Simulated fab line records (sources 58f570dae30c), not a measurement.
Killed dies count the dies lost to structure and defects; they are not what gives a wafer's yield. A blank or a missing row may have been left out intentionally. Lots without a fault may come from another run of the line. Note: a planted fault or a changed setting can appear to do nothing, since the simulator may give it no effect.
What tool caused it? || flow berkeley cmos170 || 14 lots, 42 wafers sampled, at 5 steps of a route of 331

## WHAT THE GAUGES SHOWED, per wafer
UCB170_START_THK_MEAS_03.
{"lot": "L519", "measured": "day 1 13:23", "on": "film metro-02", "START_OXIDE_THK (nm)": "19.5 19.9 19.5"}
{"lot": "L520", "measured": "day 1 19:13", "on": "film metro-04", "START_OXIDE_THK (nm)": "19.5 19.4 19.5"}
{"lot": "L521", "measured": "day 1 22:14", "on": "film metro-03", "START_OXIDE_THK (nm)": "19.6 19.3 19.5"}
{"lot": "L523", "measured": "day 2 07:49", "on": "film metro-04", "START_OXIDE_THK (nm)": "19.7 20.1 20.0"}
{"lot": "L526", "measured": "day 3 03:35", "on": "film metro-03", "START_OXIDE_THK (nm)": "19.5 19.2 19.4"}
{"lot": "L527", "measured": "day 3 06:29", "on": "film metro-03", "START_OXIDE_THK (nm)": "20.1 20.0 19.7"}
{"lot": "L533", "measured": "day 4 12:54", "on": "film metro-03", "START_OXIDE_THK (nm)": "20.3 20.6 20.2"}
{"lot": "L536", "measured": "day 5 04:32", "on": "film metro-02", "START_OXIDE_THK (nm)": "20.0 19.9 19.9"}
{"lot": "L537", "measured": "day 5 09:03", "on": "film metro-02", "START_OXIDE_THK (nm)": "20.2 20.3 20.3"}
{"lot": "L538", "measured": "day 5 14:41", "on": "film metro-04", "START_OXIDE_THK (nm)": "20.1 19.8 19.6"}
{"lot": "L539", "measured": "day 5 19:24", "on": "film metro-02", "START_OXIDE_THK (nm)": "20.7 20.2 20.6"}
{"lot": "L540", "measured": "day 6 00:53", "on": "film metro-03", "START_OXIDE_THK (nm)": "20.3 19.6 20.2"}
{"lot": "L542", "measured": "day 6 07:32", "on": "film metro-04", "START_OXIDE_THK (nm)": "19.1 19.4 19.0"}
{"lot": "L541", "measured": "day 6 07:34", "on": "film metro-02", "START_OXIDE_THK (nm)": "19.9 19.7 19.8"}

UCB170_WELLDRIVE_THK_MEAS_02.
{"lot": "L519", "measured": "day 3 10:00", "on": "film metro-02", "WELLDRIVE_OXIDE_THK (nm)": "193 191 193"}
{"lot": "L520", "measured": "day 4 00:51", "on": "film metro-04", "WELLDRIVE_OXIDE_THK (nm)": "197 196 194"}
{"lot": "L521", "measured": "day 4 00:52", "on": "film metro-02", "WELLDRIVE_OXIDE_THK (nm)": "197 196 195"}
{"lot": "L523", "measured": "day 4 06:31", "on": "film metro-04", "WELLDRIVE_OXIDE_THK (nm)": "201 200 201"}
{"lot": "L526", "measured": "day 5 01:38", "on": "film metro-04", "WELLDRIVE_OXIDE_THK (nm)": "158 159 160 158 159 160"}
{"lot": "L527", "measured": "day 5 01:37", "on": "film metro-01", "WELLDRIVE_OXIDE_THK (nm)": "165 164 166 165 165 166"}
{"lot": "L533", "measured": "day 6 12:18", "on": "film metro-04", "WELLDRIVE_OXIDE_THK (nm)": "197 195 197"}
{"lot": "L536", "measured": "day 7 05:14", "on": "film metro-01", "WELLDRIVE_OXIDE_THK (nm)": "203 201 206"}
{"lot": "L537", "measured": "day 7 05:15", "on": "film metro-02", "WELLDRIVE_OXIDE_THK (nm)": "203 200 199"}
{"lot": "L538", "measured": "day 7 20:46", "on": "film metro-04", "WELLDRIVE_OXIDE_THK (nm)": "211 207 206"}
{"lot": "L539", "measured": "day 7 20:47", "on": "film metro-01", "WELLDRIVE_OXIDE_THK (nm)": "198 196 194"}
{"lot": "L540", "measured": "day 7 20:46", "on": "film metro-02", "WELLDRIVE_OXIDE_THK (nm)": "199 201 200"}
{"lot": "L542", "measured": "day 8 11:11", "on": "film metro-02", "WELLDRIVE_OXIDE_THK (nm)": "207 207 206"}
{"lot": "L541", "measured": "day 8 11:13", "on": "film metro-01", "WELLDRIVE_OXIDE_THK (nm)": "205 203 201"}

UCB170_SDANNEAL_RS_MEAS_02: uses a four-point probe to measure.
{"lot": "L519", "measured": "day 6 23:44", "on": "film metro-03", "PSD_RS (ohm/sq)": "75.39 75.65 75.67"}
{"lot": "L520", "measured": "day 7 11:25", "on": "film metro-03", "PSD_RS (ohm/sq)": "75.74 75.55 75.51"}
{"lot": "L521", "measured": "day 7 11:40", "on": "film metro-02", "PSD_RS (ohm/sq)": "75.50 75.55 75.48"}
{"lot": "L523", "measured": "day 7 17:04", "on": "film metro-02", "PSD_RS (ohm/sq)": "75.39 75.26 75.05"}
{"lot": "L526", "measured": "day 8 03:08", "on": "film metro-02", "PSD_RS (ohm/sq)": "75.88 75.77 75.85"}
{"lot": "L527", "measured": "day 8 03:53", "on": "film metro-03", "PSD_RS (ohm/sq)": "75.59 75.69 75.17"}
{"lot": "L533", "measured": "day 10 07:20", "on": "film metro-03", "PSD_RS (ohm/sq)": "76.22 76.05 76.04"}
{"lot": "L536", "measured": "day 10 22:35", "on": "film metro-04", "PSD_RS (ohm/sq)": "75.37 75.11 75.23"}
{"lot": "L537", "measured": "day 10 23:15", "on": "film metro-04", "PSD_RS (ohm/sq)": "75.50 75.37 75.57"}
{"lot": "L538", "measured": "day 11 12:08", "on": "film metro-04", "PSD_RS (ohm/sq)": "75.52 75.24 75.18"}
{"lot": "L539", "measured": "day 11 11:50", "on": "film metro-03", "PSD_RS (ohm/sq)": "75.73 75.73 75.96"}
{"lot": "L540", "measured": "day 11 14:23", "on": "film metro-02", "PSD_RS (ohm/sq)": "75.45 75.47 75.61"}
{"lot": "L542", "measured": "day 11 21:05", "on": "film metro-03", "PSD_RS (ohm/sq)": "75.20 75.43 75.41"}
{"lot": "L541", "measured": "day 11 21:10", "on": "film metro-04", "PSD_RS (ohm/sq)": "75.36 75.26 75.17"}

## TOOL THAT RAN EACH LOT (tool first, then ch and the chambers of the sampled wafers, then the start)
{"lot": "L519", "UCB170_WELLDRIVE_OXIDATION_01": "furnace-04 ch 0, day 3 06:29", "UCB170_PSD_STRIP_09": "plasma asher-02 ch 0,1, day 6 20:55"}
{"lot": "L520", "UCB170_WELLDRIVE_OXIDATION_01": "furnace-04 ch 0, day 3 21:20", "UCB170_PSD_STRIP_09": "plasma asher-02 ch 0, day 7 04:40"}
{"lot": "L521", "UCB170_WELLDRIVE_OXIDATION_01": "furnace-04 ch 0, day 3 21:20", "UCB170_PSD_STRIP_09": "plasma asher-01 ch 0,1, day 7 04:58"}
{"lot": "L523", "UCB170_WELLDRIVE_OXIDATION_01": "furnace-02 ch 0, day 4 02:59", "UCB170_PSD_STRIP_09": "plasma asher-02 ch 0,1, day 7 13:58"}
{"lot": "L526", "UCB170_WELLDRIVE_OXIDATION_01": "furnace-02 ch 0, day 4 22:07", "UCB170_PSD_STRIP_09": "plasma asher-04 ch 0,1, day 7 22:53"}
{"lot": "L527", "UCB170_WELLDRIVE_OXIDATION_01": "furnace-02 ch 0, day 4 22:07", "UCB170_PSD_STRIP_09": "plasma asher-04 ch 0,1, day 7 23:10"}
{"lot": "L533", "UCB170_WELLDRIVE_OXIDATION_01": "furnace-04 ch 0, day 6 08:47", "UCB170_PSD_STRIP_09": "plasma asher-01 ch 0,1, day 10 04:24"}
{"lot": "L536", "UCB170_WELLDRIVE_OXIDATION_01": "furnace-04 ch 0, day 7 01:44", "UCB170_PSD_STRIP_09": "plasma asher-02 ch 0,1, day 10 19:41"}
{"lot": "L537", "UCB170_WELLDRIVE_OXIDATION_01": "furnace-04 ch 0, day 7 01:44", "UCB170_PSD_STRIP_09": "plasma asher-01 ch 0, day 10 19:53"}
{"lot": "L538", "UCB170_WELLDRIVE_OXIDATION_01": "furnace-03 ch 0, day 7 17:16", "UCB170_PSD_STRIP_09": "plasma asher-04 ch 0,1, day 11 08:47"}
{"lot": "L539", "UCB170_WELLDRIVE_OXIDATION_01": "furnace-03 ch 0, day 7 17:16", "UCB170_PSD_STRIP_09": "plasma asher-01 ch 0,1, day 11 08:19"}
{"lot": "L540", "UCB170_WELLDRIVE_OXIDATION_01": "furnace-03 ch 0, day 7 17:16", "UCB170_PSD_STRIP_09": "plasma asher-01 ch 0,1, day 11 10:37"}
{"lot": "L542", "UCB170_WELLDRIVE_OXIDATION_01": "furnace-04 ch 0, day 8 07:41", "UCB170_PSD_STRIP_09": "plasma asher-04 ch 0,1, day 11 17:12"}
{"lot": "L541", "UCB170_WELLDRIVE_OXIDATION_01": "furnace-04 ch 0, day 8 07:41", "UCB170_PSD_STRIP_09": "plasma asher-01 ch 0,1, day 11 17:26"}
- UCB170_WELLDRIVE_OXIDATION_01: target thk 199 nm, ox time 9000 s.
- UCB170_PSD_STRIP_09: strips in O2.

## WHAT THE TOOLS THEMSELVES READ (means of the sampled wafers that have a number; where no wafer has one, the mark that the record gives instead)
UCB170_WELLDRIVE_OXIDATION_01.
{"lot": "L519", "tool": "furnace-04", "spike tc centre C (C)": 1103.0, "spike tc load C (C)": 1132, "spike tc source C (C)": 1128, "tube center temp C (C)": 1100, "tube_center_temp_C_max": 1102.9}
{"lot": "L520", "tool": "furnace-04", "spike tc centre C (C)": 1103.4, "spike tc load C (C)": 1134, "spike tc source C (C)": 1129, "tube center temp C (C)": 1100, "tube_center_temp_C_max": 1103.1}
{"lot": "L521", "tool": "furnace-04", "spike tc centre C (C)": 1103.6, "spike tc load C (C)": 1133, "spike tc source C (C)": 1128, "tube center temp C (C)": 1100, "tube_center_temp_C_max": 1102.4}
{"lot": "L523", "tool": "furnace-02", "spike tc centre C (C)": 1102.0, "spike tc load C (C)": 1126, "spike tc source C (C)": 1121, "tube center temp C (C)": 1100, "tube_center_temp_C_max": 1102.8}
{"lot": "L526", "tool": "furnace-02", "spike tc centre C (C)": 1071.0, "spike tc load C (C)": 1094, "spike tc source C (C)": 1090, "tube center temp C (C)": 1068, "tube_center_temp_C_max": 1071.3}
{"lot": "L527", "tool": "furnace-02", "spike tc centre C (C)": 1070.2, "spike tc load C (C)": 1093, "spike tc source C (C)": 1088, "tube center temp C (C)": 1068, "tube_center_temp_C_max": 1071.6}
{"lot": "L533", "tool": "furnace-04", "spike tc centre C (C)": 1102.4, "spike tc load C (C)": 1133, "spike tc source C (C)": 1129, "tube center temp C (C)": 1100, "tube_center_temp_C_max": 1102.6}
{"lot": "L536", "tool": "furnace-04", "spike tc centre C (C)": 1102.2, "spike tc load C (C)": 1133, "spike tc source C (C)": 1128, "tube center temp C (C)": 1100, "tube_center_temp_C_max": 1102.8}
{"lot": "L537", "tool": "furnace-04", "spike tc centre C (C)": 1102.3, "spike tc load C (C)": 1133, "spike tc source C (C)": 1129, "tube center temp C (C)": 1100, "tube_center_temp_C_max": 1103.1}
{"lot": "L538", "tool": "furnace-03", "spike tc centre C (C)": 1102.3, "spike tc load C (C)": 1128, "spike tc source C (C)": 1131, "tube center temp C (C)": 1100, "tube_center_temp_C_max": 1102.8}
{"lot": "L539", "tool": "furnace-03", "spike tc centre C (C)": 1103.2, "spike tc load C (C)": 1128, "spike tc source C (C)": 1130, "tube center temp C (C)": 1100, "tube_center_temp_C_max": 1103.0}
{"lot": "L540", "tool": "furnace-03", "spike tc centre C (C)": 1104.0, "spike tc load C (C)": 1127, "spike tc source C (C)": 1130, "tube center temp C (C)": 1100, "tube_center_temp_C_max": 1102.7}
{"lot": "L542", "tool": "furnace-04", "spike tc centre C (C)": 1102.3, "spike tc load C (C)": 1133, "spike tc source C (C)": 1129, "tube center temp C (C)": 1100, "tube_center_temp_C_max": 1102.7}
{"lot": "L541", "tool": "furnace-04", "spike tc centre C (C)": 1103.2, "spike tc load C (C)": 1131, "spike tc source C (C)": 1129, "tube center temp C (C)": 1100, "tube_center_temp_C_max": 1102.7}

UCB170_PSD_STRIP_09.
{"lot": "L519", "tool": "plasma asher-02", "drypump motor current A (A)": 5.1, "oes product au (a.u.)": 0.601, "strip time to endpoint s (s)": 29.44}
{"lot": "L520", "tool": "plasma asher-02", "drypump motor current A (A)": 5.0, "oes product au (a.u.)": 0.604, "strip time to endpoint s (s)": 29.39}
{"lot": "L521", "tool": "plasma asher-01", "drypump motor current A (A)": 6.1, "oes product au (a.u.)": 0.605, "strip time to endpoint s (s)": 29.45}
{"lot": "L523", "tool": "plasma asher-02", "drypump motor current A (A)": 5.2, "oes product au (a.u.)": 0.597, "strip time to endpoint s (s)": 29.50}
{"lot": "L526", "tool": "plasma asher-04", "drypump motor current A (A)": 5.4, "oes product au (a.u.)": 0.603, "strip time to endpoint s (s)": 29.49}
{"lot": "L527", "tool": "plasma asher-04", "drypump motor current A (A)": 5.4, "oes product au (a.u.)": 0.596, "strip time to endpoint s (s)": 29.35}
{"lot": "L533", "tool": "plasma asher-01", "drypump motor current A (A)": 6.1, "oes product au (a.u.)": 0.604, "strip time to endpoint s (s)": 29.42}
{"lot": "L536", "tool": "plasma asher-02", "drypump motor current A (A)": 5.2, "oes product au (a.u.)": 0.603, "strip time to endpoint s (s)": 29.50}
{"lot": "L537", "tool": "plasma asher-01", "drypump motor current A (A)": 6.1, "oes product au (a.u.)": 0.597, "strip time to endpoint s (s)": 29.31}
{"lot": "L538", "tool": "plasma asher-04", "drypump motor current A (A)": 5.4, "oes product au (a.u.)": 0.601, "strip time to endpoint s (s)": 29.47}
{"lot": "L539", "tool": "plasma asher-01", "drypump motor current A (A)": 6.1, "oes product au (a.u.)": 0.604, "strip time to endpoint s (s)": 29.41}
{"lot": "L540", "tool": "plasma asher-01", "drypump motor current A (A)": 6.1, "oes product au (a.u.)": 0.603, "strip time to endpoint s (s)": 29.48}
{"lot": "L542", "tool": "plasma asher-04", "drypump motor current A (A)": 5.4, "oes product au (a.u.)": 0.599, "strip time to endpoint s (s)": 29.47}
{"lot": "L541", "tool": "plasma asher-01", "drypump motor current A (A)": 6.1, "oes product au (a.u.)": 0.597, "strip time to endpoint s (s)": 29.53}

## THE ANSWER, worked out from the rows above alone
Rule: the usual values come from the lots themselves. The widest of any qualifying gaps counts: lots, ordered by their means at a reading, are off when they make up no more than a third of the lots, leave a main group of 4 or more, and stand apart from it by 3 or more times the standard deviation of that group's means. A main group whose means are all the same, to the digits that the tables above print for the reading, isn't used. Also off: a lot with no number at a reading for which 4 or more lots have one. The other lots that the step has rows for count as sound. After the gauges, taken in route order, come the tools' own readings; for these a lot's mean is taken, as printed above. The first step at which some lot is off is used, and at that step the reading that is off furthest; a lot without a number counts as furthest.
Off: L526, L527, seen at UCB170_WELLDRIVE_THK_MEAS_02 (WELLDRIVE_OXIDE_THK). For the main group the mean is 200 nm and the standard deviation 4.6.
A tool fits if, at a process step before that reading, it ran every lot that is off, and no sound lot after the first of them. The gauges at UCB170_WELLDRIVE_THK_MEAS_02 aren't tried: what is off there is off at UCB170_WELLDRIVE_OXIDATION_01 too, on other tools, and a gauge's error can't cause that. One fits: furnace-02 at UCB170_WELLDRIVE_OXIDATION_01. Its last sound lot is L523 (day 4 02:59), its first lot that is off L526 (day 4 22:07): a fault that began between those two fits.
The tool's own readings at UCB170_WELLDRIVE_OXIDATION_01 bear it out: on the lots that are off they differ by more than 5 times the standard deviation of the sound lots' means. spike tc centre C reads 1070.6 C there against 1102.8 C on the sound lots; spike tc load C reads 1094 C there against 1131 C on the sound lots; spike tc source C reads 1089 C there against 1128 C on the sound lots; tube center temp C reads 1068 C there against 1100 C on the sound lots; tube_center_temp_C_max reads 1071.4 there against 1102.8 on the sound lots.

## WHAT THE SIMULATOR HAD INSERTED
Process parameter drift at UCB170_WELLDRIVE_OXIDATION_01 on furnace-02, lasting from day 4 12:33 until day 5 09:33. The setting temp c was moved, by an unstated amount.
Lots struck among those shown: L526, L527. The same result came from the rule above.
